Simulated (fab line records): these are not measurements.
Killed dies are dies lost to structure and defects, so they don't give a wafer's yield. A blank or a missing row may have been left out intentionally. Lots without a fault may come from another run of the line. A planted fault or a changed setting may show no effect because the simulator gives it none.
Split-lot trial | flow ritCmos | on a route of 202 steps: 5 lots, 23 wafers read

== THE SPLIT ITSELF ==
At RIT_PLDD_IMPLANT_08, the setting energyKev was moved away from the recipe's 20 on 6 of the 23 wafers read, by -2.8% to +6.0%. The other wafers ran this setting at the recipe's value.

The split's own step is where the reading is taken.

== THE READING ==
In nm, at RIT_PLDD_IMPLANT_08: implant.drpNm, which is the simulator's own figure and was read by no gauge. The file does not state a usual value for it.

wafer  | tool, chamber at the split | energyKev as run | against the recipe | implant.drpNm, nm | against lot-mates on the recipe
L074.1 | implanter-01, 0            | 20               | recipe             | 9.752             | -
L074.2 | implanter-01, 0            | 20               | recipe             | 9.752             | -
L074.3 | implanter-01, 0            | 20               | recipe             | 9.752             | -
L074.4 | implanter-01, 0            | 20               | recipe             | 9.752             | -
L074.5 | implanter-01, 0            | 20               | recipe             | 9.752             | -
L079.2 | implanter-02, 0            | 19.43            | -2.8%              | 9.556             | -0.196
L079.4 | implanter-02, 0            | 19.43            | -2.8%              | 9.556             | -0.196
L079.6 | implanter-02, 0            | 19.43            | -2.8%              | 9.556             | -0.196
L079.3 | implanter-02, 0            | 20               | recipe             | 9.752             | -
L079.5 | implanter-02, 0            | 20               | recipe             | 9.752             | -
L080.1 | implanter-02, 0            | 20               | recipe             | 9.752             | -
L080.2 | implanter-02, 0            | 20               | recipe             | 9.752             | -
L080.3 | implanter-02, 0            | 20               | recipe             | 9.752             | -
L080.4 | implanter-02, 0            | 20               | recipe             | 9.752             | -
L080.5 | implanter-02, 0            | 20               | recipe             | 9.752             | -
L081.1 | implanter-04, 0            | 20               | recipe             | 9.752             | -
L081.6 | implanter-04, 0            | 20               | recipe             | 9.752             | -
L081.2 | implanter-04, 0            | 21.19            | +6.0%              | 10.16             | +0.408
L081.3 | implanter-04, 0            | 21.19            | +6.0%              | 10.16             | +0.408
L081.5 | implanter-04, 0            | 21.19            | +6.0%              | 10.16             | +0.408
L082.3 | implanter-02, 0            | 20               | recipe             | 9.752             | -
L082.4 | implanter-02, 0            | 20               | recipe             | 9.752             | -
L082.6 | implanter-02, 0            | 20               | recipe             | 9.752             | -

THE FIT
A straight line over all 23 wafers: implant.drpNm changes by +0.0686 nm for each +1% of energyKev; r = +1.00; the points scatter about the line by 0.00017 nm.
The same after taking each lot's own level away (the mean of its wafers on the recipe; 23 wafers): +0.0686 nm for each +1%; r = +1.00; scatter 0.00017 nm.
That fit puts the effect of the largest move of energyKev on the reading at 0.41 nm.
The lots' own levels span 9.7520 to 9.7520 nm.
Consequently the slope shifts little with the lot-to-lot level, the two slopes agreeing.
Check: +0.408 nm against its lot-mates is what the line predicts for one of the wafers moved furthest among these (+6.0%) when that wafer is left out of the fit. Against them it came out at +0.408 nm.

== ADDITIONAL SPLITS CARRIED BY THESE WAFERS ==
These wafers also went through other splits before the reading. Each is held against what the fit with the lots' levels taken away leaves over:
other split on the same wafers     | wafers away from the commonest value | r with implant.drpNm (lot level and that fit taken away)
RIT_ACTIVE_COAT_06 spinRpm         | 8                                    | +0.05
RIT_ACTIVE_EXPOSE_08 doseMj        | 7                                    | +0.08
RIT_NRETRO_COAT_01 resistThkNm     | 7                                    | +0.29
RIT_NRETRO_DEVELOP_05 developTimeS | 8                                    | +0.07
RIT_PRETRO_COAT_01 spinRpm         | 7                                    | +0.00
RIT_GATE_CVD_08 timeS              | 18                                   | +0.13
RIT_GATE_DEVELOP_15 devTempC       | 11                                   | -0.07
RIT_NLDD_SOFTBAKE_02 tempC         | 10                                   | -0.31
RIT_NLDD_DEVELOP_05 developTimeS   | 11                                   | +0.07

== THE WHOLE CHAIN: every reading that the file lists as answering this split, in the file's order ==
step                | what it does | reading                                                        | change (the file's fit)               | r (the file's)
RIT_PLDD_IMPLANT_08 |              | implant.rpNm (the simulator's own value, which no gauge read)  | +0.134 nm for each +1% of the setting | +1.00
RIT_PLDD_IMPLANT_08 |              | implant.drpNm (the simulator's own value, which no gauge read) | +0.068 nm for each +1% of the setting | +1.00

== FILE'S OWN FIT ==
implant.drpNm changes by +0.068 nm for each +1% of energyKev, r = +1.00.
